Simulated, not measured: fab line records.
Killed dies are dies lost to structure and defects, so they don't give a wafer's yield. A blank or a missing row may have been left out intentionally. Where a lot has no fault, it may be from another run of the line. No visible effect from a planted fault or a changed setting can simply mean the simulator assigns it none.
Problem report in the 8D (eight disciplines) form, filled by code    flow berkeleyCmos170    the parts of the form that need people (team, actions taken, sign-off) are left out

== 1. THE ISSUE ==
At UCB170_PFIELD_IMPLANT_07, doseIonsCm2 averages 2e+13 over 6 wafers from 2 lots, while fault-free wafers read 2e+13, standard deviation 2e+10. That is -51 standard deviations from the usual mean.
The first sign was on wafer L521.2 at day 8 09:01, on implanter-01. At this step, 18 wafers from 6 lots have a number in the record. By rule, "out" or "out of limits" means more than 4 standard deviations away from the usual mean. The other wafers with a number count as sound.

== 2. WHAT THIS IS AND IS NOT ==
question                     is                      is not
which readings at this step  doseIonsCm2             beamEnergyKeV
which lots                   L520, L521              L504, L515, L516, L526
which wafers of those lots   all that have a number  -
read on which tools          implanter-01            implanter-03, implanter-04
when                         from day 8 09:01        up to then (9 sound wafers); but 3 sound wafers of L526 came after

== 3. WHAT RULES OUT EACH SUSPECT ==
Counting: any tool at a process step up to the reading is kept as a suspect provided that every lot that is out went through it and no sound lot did after the first of them.
- plasmaAsher-03 at UCB170_ACTIVE_STRIP_16 (strips in O2): kept. Every lot that is out went through it, starting with L521 (day 8 06:27), and after that it ran no sound lot; the last sound lot it ran before then is L516 (day 7 06:59).
- implanter-01 at UCB170_PFIELD_IMPLANT_07: kept. Every lot that is out went through it, starting with L521 (day 8 09:01), and after that it ran no sound lot; the last sound lot it ran before then is L515 (day 7 10:13). Its own readings are out on those wafers: doseIonsCm2.
The count leaves implanter-01 at UCB170_PFIELD_IMPLANT_07 and plasmaAsher-03 at UCB170_ACTIVE_STRIP_16.

== 4. THE CAUSE (what the simulator had put in) ==
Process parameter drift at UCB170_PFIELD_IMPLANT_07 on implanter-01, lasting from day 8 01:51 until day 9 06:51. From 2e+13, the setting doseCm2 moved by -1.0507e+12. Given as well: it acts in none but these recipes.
After counting, 2 suspects remain, this tool included.

== 5. THE EFFECT CHAIN, in route order ==
Each row: a reading where the mean over the struck wafers with a number is more than 3 standard deviations away from the usual. Scope: only readings with a usual standard deviation given in the record; hours: median across lots of the time from each lot's start at the first step in this table that gives one to its start at this step; sigmas: change in usual standard deviations.
hours  step                      reading      usual  on struck wafers  change  sigmas
0      UCB170_PFIELD_IMPLANT_07  doseIonsCm2  2e+13  2e+13             -1e+12  -51
Here are the process steps it includes:
- UCB170_PFIELD_IMPLANT_07

== 6. WHAT WOULD HAVE CAUGHT IT SOONER ==
In this record the first reading out of limits was taken at day 8 09:01, 7 hours after the fault began at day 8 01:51.
